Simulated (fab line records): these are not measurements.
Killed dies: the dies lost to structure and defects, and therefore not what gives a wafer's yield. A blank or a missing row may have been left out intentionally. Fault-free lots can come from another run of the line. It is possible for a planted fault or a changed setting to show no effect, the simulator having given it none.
fab line records | flow berkeley-cmos170 | part 2 of 2: steps 31 to 43 of 43
record lots=5 | wafers=15 | last-day=12
route steps=331 shown ACTIVE@64 PFIELD@79 FIELD@89 SACOX@97 SCREENOX@100 NVT@104
lots untouched by any fault: they come from a run of this same line in which no faults occurred
start-h: start of the lot's first displayed wafer, in hours after the record's first day | wait-h: time in hours since the lot's previous step | " repeats the value in the row above | L1.1+2: a single row standing in for several wafers | - either no value or no given start | * or withheld: withheld | < > ~ a bound
route shown NAME@n: NAME is a module with steps in the file, n the number in the route of the first one | usual: the fault-free wafers' mean and standard deviation | same: alike in all rows | chamber/n: place in a boat | sites: the reading at each site | _std_site: the values' standard deviation | _edge_site: inner sites' mean taken away from outer sites' mean | radius-mm: how far each site lies from the wafer's centre | mask NAME#n: copy n | behind: the last tool/chamber to shape the wafer | hold: why the lot was held/for how many hours/how that ended | device: whichever transistor did not switch (one of n, p or np) | end of line: tests run on the same wafers once the route is complete | a step given without rows: its recipe and nothing more | killed: count of dies lost to structure and defects at first sort (not the wafer's yield) | map: shows each die of a wafer: x if killed, . if not, _ if none is there
set.NAME: the setting as run; set.NAME@STEP: as run at that earlier step | model.NAME: the simulator's own value behind a step, which no gauge read
lots at selected steps of the route; one table per step, one row per wafer
services: when a tool's chamber went out of use (start-h, in hours from the record's first day, below 0 if earlier), for how many hours, and the reason
## steps
# step UCB170_FIELD_WET_ETCH_05
# recipe chemistry=H3PO4 | target=Si3N4 | temp-c=160 | time-s=12600
# usual bath-guard-temp-C=159.9/0.35
lot.wafer | tool         | chamber | start-h | wait-h | bath-guard-temp-C
L075.1    | wet-bench-02 | 0       | 111.14  | 0.0    | 159.8
L075.5    | "            | 0       | "       | "      | 160.0
L075.6    | "            | 0       | "       | "      | 159.8
L087.1    | wet-bench-02 | 2       | 171.62  | 0.0    | 159.5
L087.3    | "            | 2       | "       | "      | 160.0
L087.4    | "            | 2       | "       | "      | 159.5
L089.2    | wet-bench-03 | 3       | 189.69  | 0.0    | 160.3
L089.3    | "            | 3       | "       | "      | 160.2
L089.4    | "            | 3       | "       | "      | 160.1
L092.3    | wet-bench-02 | 1       | 189.69  | 0.0    | 160.0
L092.5    | "            | 1       | "       | "      | 160.1
L092.6    | "            | 1       | "       | "      | 160.3
L094.2    | wet-bench-03 | 0       | 206.64  | 0.0    | 159.9
L094.4    | "            | 0       | "       | "      | 159.9
L094.6    | "            | 0       | "       | "      | 160.1
# step UCB170_FIELD_WET_ETCH_06
# recipe chemistry=BOE | dilution=5:1 | target=SiO2 | temp-c=25 | time-s=22
lot.wafer  | tool         | chamber | start-h | wait-h
L075.1+5+6 | wet-bench-01 | 0       | 114.97  | 0.0
L087.1+3+4 | wet-bench-01 | 2       | 175.45  | 0.0
L089.2+3+4 | wet-bench-03 | 3       | 193.51  | 0.0
L092.3+5+6 | wet-bench-03 | 2       | 193.51  | 0.0
L094.2+4+6 | wet-bench-02 | 2       | 210.47  | 0.0
# step UCB170_FIELD_THK_MEAS_90
# recipe reads=SiO2_of_FIELD_OXIDATION_01
# usual FIELD_OXIDE_LEFT_1_THK=442/14
lot.wafer | tool          | chamber | start-h | wait-h | FIELD_OXIDE_LEFT_1_THK[nm]
L075.1    | film-metro-04 | -       | 114.98  | 0.0    | 467
L075.5    | "             | -       | "       | "      | 455
L075.6    | "             | -       | "       | "      | 459
L087.1    | film-metro-01 | -       | 175.52  | 0.1    | 434
L087.3    | "             | -       | "       | "      | 434
L087.4    | "             | -       | "       | "      | 433
L089.2    | film-metro-03 | -       | 193.54  | 0.0    | 426
L089.3    | "             | -       | "       | "      | 433
L089.4    | "             | -       | "       | "      | 428
L092.3    | film-metro-04 | -       | 193.65  | 0.1    | 440
L092.5    | "             | -       | "       | "      | 439
L092.6    | "             | -       | "       | "      | 438
L094.2    | film-metro-03 | -       | 210.50  | 0.0    | 448
L094.4    | "             | -       | "       | "      | 442
L094.6    | "             | -       | "       | "      | 445
# step UCB170_SACOX_CLEAN_00
# recipe chemistry=dHF | dilution=25:1 | time-s=7.5
lot.wafer  | tool         | chamber | start-h | wait-h
L075.1+5+6 | wet-bench-02 | 1       | 115.04  | 0.1
L087.1+3+4 | wet-bench-03 | 0       | 175.58  | 0.1
L089.2+3+4 | wet-bench-02 | 0       | 193.59  | 0.0
L092.3+5+6 | wet-bench-03 | 0       | 193.69  | 0.0
L094.2+4+6 | wet-bench-04 | 2       | 210.55  | 0.0
# step UCB170_SACOX_OXIDATION_01
# recipe temp-c=900 | ambient=O2 | target-thk-a=144 | ox-time-s=2400
# usual zone-power-centre-pct=43/3
lot.wafer | tool       | chamber | start-h | wait-h | zone-power-centre-pct
L075.1    | furnace-03 | 0       | 119.27  | 4.2    | 40
L075.5    | "          | 0       | "       | "      | 40
L075.6    | "          | 0       | "       | "      | 40
L087.1    | furnace-03 | 0       | 178.31  | 2.7    | 40
L087.3    | "          | 0       | "       | "      | 39
L087.4    | "          | 0       | "       | "      | 40
L089.2    | furnace-01 | 0       | 196.11  | 2.5    | 46
L089.3    | "          | 0       | "       | "      | 45
L089.4    | "          | 0       | "       | "      | 46
L092.3    | furnace-01 | 0       | 196.11  | 2.4    | 45
L092.5    | "          | 0       | "       | "      | 46
L092.6    | "          | 0       | "       | "      | 45
L094.2    | furnace-03 | 0       | 213.02  | 2.5    | 40
L094.4    | "          | 0       | "       | "      | 39
L094.6    | "          | 0       | "       | "      | 39
# step UCB170_SACOX_THK_MEAS_02
# recipe reads=SiO2_of_SACOX_OXIDATION_01
# usual SACOX_OXIDE_THK=14.4/0.35
lot.wafer | tool          | chamber | start-h | wait-h | SACOX_OXIDE_THK[nm]
L075.1    | film-metro-01 | -       | 120.94  | 0.0    | 15.1
L075.5    | "             | -       | "       | "      | 15.3
L075.6    | "             | -       | "       | "      | 14.9
L087.1    | film-metro-04 | -       | 180.03  | 0.1    | 14.3
L087.3    | "             | -       | "       | "      | 14.4
L087.4    | "             | -       | "       | "      | 14.5
L092.3    | film-metro-01 | -       | 197.86  | 0.1    | 14.4
L092.5    | "             | -       | "       | "      | 14.2
L092.6    | "             | -       | "       | "      | 14.3
L089.2    | film-metro-04 | -       | 197.91  | 0.1    | 14.5
L089.3    | "             | -       | "       | "      | 14.5
L089.4    | "             | -       | "       | "      | 14.5
L094.2    | film-metro-01 | -       | 214.70  | 0.0    | 14.6
L094.4    | "             | -       | "       | "      | 14.8
L094.6    | "             | -       | "       | "      | 14.9
# step UCB170_SCREENOX_WET_ETCH_00
# recipe chemistry=dHF | dilution=25:1 | target=SiO2 | temp-c=25 | time-s=200
lot.wafer  | tool         | chamber | start-h | wait-h
L075.1+5+6 | wet-bench-03 | 2       | 121.00  | 0.1
L087.1+3+4 | wet-bench-03 | 0       | 180.10  | 0.1
L092.3+5+6 | wet-bench-03 | 2       | 197.91  | 0.0
L089.2+3+4 | wet-bench-03 | 2       | 197.97  | 0.0
L094.2+4+6 | wet-bench-04 | 0       | 214.75  | 0.0
# step UCB170_SCREENOX_OXIDATION_01
# recipe temp-c=900 | ambient=O2 | target-thk-a=144 | ox-time-s=2400
# usual zone-power-centre-pct=41.7/2
lot.wafer | tool       | chamber | start-h | wait-h | zone-power-centre-pct
L075.1    | furnace-04 | 0       | 124.45  | 3.4    | 43.7
L075.5    | "          | 0       | "       | "      | 43.0
L075.6    | "          | 0       | "       | "      | 42.9
L087.1    | furnace-04 | 0       | 183.98  | 3.8    | 43.1
L087.3    | "          | 0       | "       | "      | 44.0
L087.4    | "          | 0       | "       | "      | 42.9
L089.2    | furnace-03 | 0       | 199.44  | 1.4    | 40.0
L089.3    | "          | 0       | "       | "      | 39.4
L089.4    | "          | 0       | "       | "      | 39.9
L092.3    | furnace-03 | 0       | 199.44  | 1.5    | 40.5
L092.5    | "          | 0       | "       | "      | 40.7
L092.6    | "          | 0       | "       | "      | 39.6
L094.2    | furnace-03 | 0       | 217.54  | 2.7    | 39.3
L094.4    | "          | 0       | "       | "      | 40.3
L094.6    | "          | 0       | "       | "      | 39.8
# step UCB170_SCREENOX_THK_MEAS_02
# recipe reads=SiO2_of_SCREENOX_OXIDATION_01
# usual SCREENOX_OXIDE_THK=14.6/0.32
lot.wafer | tool          | chamber | start-h | wait-h | SCREENOX_OXIDE_THK[nm]
L075.1    | film-metro-01 | -       | 126.14  | 0.0    | 14.8
L075.5    | "             | -       | "       | "      | 14.6
L075.6    | "             | -       | "       | "      | 14.7
L087.1    | film-metro-01 | -       | 185.70  | 0.1    | 14.3
L087.3    | "             | -       | "       | "      | 14.3
L087.4    | "             | -       | "       | "      | 14.2
L089.2    | film-metro-02 | -       | 201.16  | 0.1    | 14.5
L089.3    | "             | -       | "       | "      | 14.3
L089.4    | "             | -       | "       | "      | 14.4
L092.3    | film-metro-03 | -       | 201.19  | 0.1    | 14.1
L092.5    | "             | -       | "       | "      | 14.0
L092.6    | "             | -       | "       | "      | 14.2
L094.2    | film-metro-03 | -       | 219.21  | 0.0    | 14.8
L094.4    | "             | -       | "       | "      | 14.7
L094.6    | "             | -       | "       | "      | 14.6
# step UCB170_SCREENOX_ANNEAL_03
# recipe temp-c=900 | time-s=900 | ambient=N2
# usual zone-power-centre-pct=42.3/2.1
lot.wafer | tool       | chamber | start-h | wait-h | zone-power-centre-pct
L075.1    | furnace-03 | 0       | 130.81  | 4.7    | 40.2
L075.5    | "          | 0       | "       | "      | 39.7
L075.6    | "          | 0       | "       | "      | 39.5
L087.1    | furnace-01 | 0       | 188.76  | 3.1    | 44.5
L087.3    | "          | 0       | "       | "      | 45.3
L087.4    | "          | 0       | "       | "      | 45.1
L089.2    | furnace-03 | 0       | 204.61  | 3.4    | 39.8
L089.3    | "          | 0       | "       | "      | 39.7
L089.4    | "          | 0       | "       | "      | 39.2
L092.3    | furnace-03 | 0       | 204.61  | 3.4    | 39.8
L092.5    | "          | 0       | "       | "      | 39.7
L092.6    | "          | 0       | "       | "      | 39.8
L094.2    | furnace-04 | 0       | 222.68  | 3.5    | 42.5
L094.4    | "          | 0       | "       | "      | 43.3
L094.6    | "          | 0       | "       | "      | 42.9
# step UCB170_NVT_HMDS_00
# recipe prime-time-s=60 | prime-temp-c=100
lot.wafer  | tool           | chamber | start-h | wait-h
L075.1+5+6 | litho-track-04 | 0       | 132.06  | 0.0
L087.1+3+4 | litho-track-01 | 0       | 190.65  | 0.6
L089.2+3+4 | litho-track-04 | 0       | 205.88  | 0.0
L092.3+5+6 | litho-track-04 | 0       | 206.36  | 0.5
L094.2+4+6 | litho-track-04 | 0       | 224.37  | 0.4
# step UCB170_NVT_COAT_01
# recipe resist=KrF | spin-rpm=1500 | resist-thk-nm=900
lot.wafer  | tool           | chamber | start-h | wait-h
L075.1+5+6 | litho-track-04 | 0       | 132.21  | 0.1
L087.1+3+4 | litho-track-01 | 0       | 190.80  | 0.1
L089.2+3+4 | litho-track-04 | 0       | 206.03  | 0.1
L092.3+5+6 | litho-track-04 | 0       | 206.51  | 0.1
L094.2+4+6 | litho-track-04 | 0       | 224.52  | 0.1
# step UCB170_NVT_SOFTBAKE_02
# recipe resist=KrF | temp-c=130 | time-s=60
lot.wafer  | tool           | chamber | start-h | wait-h
L075.1+5+6 | litho-track-04 | 0       | 132.36  | 0.1
L087.1+3+4 | litho-track-01 | 0       | 190.95  | 0.1
L089.2+3+4 | litho-track-04 | 0       | 206.18  | 0.1
L092.3+5+6 | litho-track-04 | 0       | 206.66  | 0.1
L094.2+4+6 | litho-track-04 | 0       | 224.67  | 0.1
## services
tool            | chamber | start-h | hours | kind
krf-scanner-01  | -       | 75.08   | 1.3   | pm
krf-scanner-02  | -       | 90.05   | 0.7   | repair
plasma-asher-01 | -       | 93.11   | 0.8   | repair
krf-scanner-02  | -       | 93.81   | 0.8   | repair
krf-scanner-02  | -       | 95.14   | 0.8   | pm
furnace-02      | -       | 105.38  | 1.1   | pm
plasma-asher-01 | -       | 108.75  | 9.0   | pm
krf-scanner-01  | -       | 115.17  | 0.8   | pm
krf-scanner-02  | -       | 115.67  | 0.8   | repair
krf-scanner-01  | -       | 131.37  | 1.0   | pm
furnace-04      | -       | 133.46  | 14.5  | pm
furnace-04      | -       | 147.96  | 4.2   | pm
krf-scanner-01  | -       | 148.25  | 0.9   | repair
plasma-asher-01 | -       | 168.37  | 2.7   | repair
implanter-01    | -       | 168.48  | 1.2   | repair
krf-scanner-02  | -       | 170.30  | 1.0   | pm
furnace-01      | -       | 185.63  | 3.1   | pm
furnace-02      | -       | 191.30  | 3.7   | pm
furnace-01      | -       | 200.61  | 3.3   | pm
krf-scanner-01  | -       | 204.33  | 4.4   | pm
furnace-03      | -       | 208.36  | 3.4   | pm
implanter-01    | -       | 209.51  | 1.6   | repair
implanter-01    | -       | 215.28  | 2.4   | repair
furnace-02      | -       | 218.76  | 3.9   | pm
